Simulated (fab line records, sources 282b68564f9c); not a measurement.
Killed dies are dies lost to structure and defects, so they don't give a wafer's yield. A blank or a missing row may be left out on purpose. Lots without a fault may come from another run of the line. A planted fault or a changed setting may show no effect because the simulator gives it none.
Which tool did it? | flow rit_cmos | 12 lots, 36 wafers sampled, at 3 steps of a route of 202

WHAT THE GAUGES READ, wafer by wafer
RIT_PWELL_TW_MEAS_10. Usual: PWELL_TW 947, standard deviation 8.1.
lot  | measured    | on            | PWELL_TW                | flag
L262 | day 1 22:27 | film_metro-02 | 942 940 939             |
L263 | day 2 03:28 | film_metro-02 | 945 942 946             |
L264 | day 2 09:17 | film_metro-04 | 960 952 952             |
L265 | day 2 14:14 | film_metro-03 | 961 962 959             |
L266 | day 2 18:38 | film_metro-02 | 943 947 939             |
L267 | day 2 23:55 | film_metro-02 | 947 938 944             |
L268 | day 3 04:35 | film_metro-04 | 958 956 960             |
L269 | day 3 10:08 | film_metro-04 | 961 956 958             |
L273 | day 4 06:04 | film_metro-02 | 910 920 909 914 912 911 | OFF
L274 | day 4 11:09 | film_metro-02 | 911 907 913 911 911 917 | OFF
L283 | day 6 09:31 | film_metro-04 | 949 947 947             |
L285 | day 6 19:47 | film_metro-02 | 941 937 944             |

RIT_WELLDRIVE_RS_MEAS_02: measures by four-point-probe. Usual: PWELL_RS 429.5 ohm/sq, standard deviation 1.2.
lot  | measured    | on            | PWELL_RS (ohm/sq)                   | flag
L262 | day 2 04:24 | film_metro-03 | 429.3 429.1 429.3                   |
L263 | day 2 08:45 | film_metro-04 | 432.3 432.3 430.9                   |
L264 | day 2 14:33 | film_metro-04 | 428.7 428.7 429.7                   |
L265 | day 2 19:31 | film_metro-04 | 429.1 428.7 428.4                   |
L266 | day 3 00:32 | film_metro-03 | 429.1 429.4 429.0                   |
L267 | day 3 05:34 | film_metro-04 | 429.1 428.9 429.8                   |
L268 | day 3 09:51 | film_metro-02 | 430.9 430.1 430.4                   |
L269 | day 3 15:25 | film_metro-02 | 429.6 431.0 431.1                   |
L273 | day 4 18:58 | film_metro-04 | 442.6 442.4 442.0 442.8 442.3 442.2 | OFF
L274 | day 5 07:02 | film_metro-03 | 441.5 444.3 442.4 442.7 443.1 442.1 | OFF
L283 | day 6 15:49 | film_metro-02 | 429.1 431.1 429.8                   |
L285 | day 7 01:23 | film_metro-03 | 430.0 430.2 430.4                   |

WHICH TOOL RAN EACH LOT (tool, then ch and the chambers of the sampled wafers, then the start)
lot  | RIT_PWELL_IMPLANT_08
L262 | implanter-01 ch 0, day 1 22:08
L263 | implanter-04 ch 0, day 2 03:10
L264 | implanter-01 ch 0, day 2 08:58
L265 | implanter-01 ch 0, day 2 13:55
L266 | implanter-04 ch 0, day 2 18:19
L267 | implanter-01 ch 0, day 2 23:37
L268 | implanter-01 ch 0, day 3 04:16
L269 | implanter-01 ch 0, day 3 09:50
L273 | implanter-02 ch 0, day 4 05:44
L274 | implanter-02 ch 0, day 4 10:50
L283 | implanter-04 ch 0, day 6 09:12
L285 | implanter-01 ch 0, day 6 19:29
- RIT_PWELL_IMPLANT_08

WHAT THE TOOLS THEMSELVES READ (means of the sampled wafers that have a number; where no wafer has one, the mark that the record gives instead)
RIT_PWELL_IMPLANT_08. Usual: beam_energy_keV 169.99, standard deviation 0.054.
lot  | tool         | beam_energy_keV | flag
L262 | implanter-01 | 169.95          |
L263 | implanter-04 | 170.00          |
L264 | implanter-01 | 170.05          |
L265 | implanter-01 | 170.01          |
L266 | implanter-04 | 169.96          |
L267 | implanter-01 | 169.99          |
L268 | implanter-01 | 170.07          |
L269 | implanter-01 | 170.02          |
L273 | implanter-02 | 119.04          | OFF
L274 | implanter-02 | 118.98          | OFF
L283 | implanter-04 | 170.01          |
L285 | implanter-01 | 170.01          |

THE ANSWER, worked out from the rows above alone
Rule: a lot is off if the mean of its wafers that have a number lies more than 3 standard deviations from the usual mean. A lot without any number at a reading at which 4 lots or more have one is off too. The other lots that the step has rows for count as sound. The gauges are gone through in route order, then the tools' own readings, and for those a lot's mean is taken as printed above. The first step at which some lot is off is used, and at that step the reading that is off furthest; a lot without a number counts as furthest.
Off: L273, L274, at RIT_PWELL_TW_MEAS_10 (PWELL_TW).
A tool fits if, at a process step before that reading, it ran every lot that is off, and no sound lot after the first of them. The gauges at RIT_PWELL_TW_MEAS_10 aren't tried: what is off there is off at RIT_WELLDRIVE_RS_MEAS_02 too, on other tools, and a gauge's error can't cause that. One fits: implanter-02 at RIT_PWELL_IMPLANT_08. It ran no sound lot before its first lot that is off in this sample, so the start can't be narrowed down.
The tool's own readings at RIT_PWELL_IMPLANT_08 bear it out: on the lots that are off they differ by more than 5 times the standard deviation of the sound lots' means. beam_energy_keV reads 119.01 there against 170.01 on the sound lots.

WHAT THE SIMULATOR HAD PUT IN
Process parameter drift: implanter-02, from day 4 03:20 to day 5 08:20, at RIT_PWELL_IMPLANT_08. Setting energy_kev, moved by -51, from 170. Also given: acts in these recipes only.
Lots struck among those shown: L273, L274. The rule above found the same.
